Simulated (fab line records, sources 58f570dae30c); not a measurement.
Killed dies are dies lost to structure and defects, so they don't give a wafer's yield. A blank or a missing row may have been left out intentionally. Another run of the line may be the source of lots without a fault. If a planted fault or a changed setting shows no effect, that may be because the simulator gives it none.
8D (eight disciplines) problem report, filled in by code    flow berkeley-cmos170    the parts of the form that need people (team, actions taken, sign-off) are left out

== 1. THE ISSUE ==
Across 6 wafers from 2 lots, M3_AL_RS at UCB170_M3_RS_MEAS_02 averages 0.0525 ohm/sq, while fault-free wafers read 0.0323 ohm/sq with a standard deviation of 0.00044. That puts it +46 standard deviations away from the usual mean.
The step: measures by four-point-probe.
Seen first at day 11 11:49 on film-metro-03, wafer L350.2. Wafers with a number at this step in the record: 39, from 13 lots. Rule for "out" (also "out of limits"): further than 4 standard deviations from the usual mean. The other wafers with a number count as sound.

== 2. WHAT THIS IS AND IS NOT ==
question                     is                            is not
which readings at this step  M3_AL_RS                      -
which lots                   L350, L352                    L343, L344, L345, L351, L357, L359, L361, L362, L364, L365, L366
which wafers of those lots   all that have a number        -
read on which gauges         film-metro-01, film-metro-03  film-metro-04
when                         from day 11 11:49             up to then (12 sound wafers); but 21 sound wafers of L357, L359, L361, L362, L364, L365, L366 came after

== 3. THE SUSPECTS, EACH WITH WHAT RULES IT OUT ==
Counting: a tool at any process step up to the reading remains a suspect when it ran all the lots that are out and ran no sound lot after the first of those.
- the gauge at UCB170_M3_RS_MEAS_02: ruled out. The wafers that are out were read on 2 gauges (film-metro-01, film-metro-03).
- pvd-sputter-04 at UCB170_M3_SPUTTER_01 (material Al, target thk 900 nm, time 120 s): ruled out as a lasting fault. Sound lots L366, L364 ran on it after its first lot that is out, L350 (day 11 11:42).
Left after counting: nothing in the record.

== 4. THE CAUSE (what the simulator had put in) ==
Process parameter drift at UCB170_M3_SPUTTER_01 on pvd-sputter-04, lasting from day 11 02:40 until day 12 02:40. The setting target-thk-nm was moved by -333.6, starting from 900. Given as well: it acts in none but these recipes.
Counting ruled it out, wrongly: the rule takes a fault to strike every lot that its tool runs from its start on, and this one did not.

== 5. SEQUENCE OF EFFECTS, ordered by route ==
Each row: a reading where the mean over the struck wafers with a number is more than 3 standard deviations away from the usual. Only readings for which the record gives a usual standard deviation are gone through. hours: the time from each lot's start at the first step in this table that gives one to its start at this step, as a median over the lots. sigmas: the change in usual standard deviations.
hours  step                     reading         usual          on struck wafers  change   sigmas
0      UCB170_M3_RS_MEAS_02     M3_AL_RS        0.0323 ohm/sq  0.0525            +0.0202  +46
0      UCB170_M3_THK_MEAS_03    M3_AL_THK       888 nm         551               -337     -28
3      UCB170_M3_METAL_ETCH_18  oes-product-au  0.846 a.u.     0.674             -0.172   -13
The process steps in it:
- UCB170_M3_METAL_ETCH_18: etches Al in Cl2/BCl3, stops on SiO2, target depth 1170 nm, time 195 s.
Later measuring or inspecting steps at which every struck wafer that the step has a row for has a number for every such reading, and none has moved that far: UCB170_M3_CD_MEAS_15.

== 6. WHAT WOULD HAVE CAUGHT IT SOONER ==
In this record the first reading out of limits at a measuring or inspecting step was taken at day 11 11:49, 9 hours after the fault began at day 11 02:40.
Tool readings at UCB170_M3_SPUTTER_01 with a usual standard deviation given in the record: none out on any struck wafer, hence no alarm at a limit of 4 standard deviations on them.
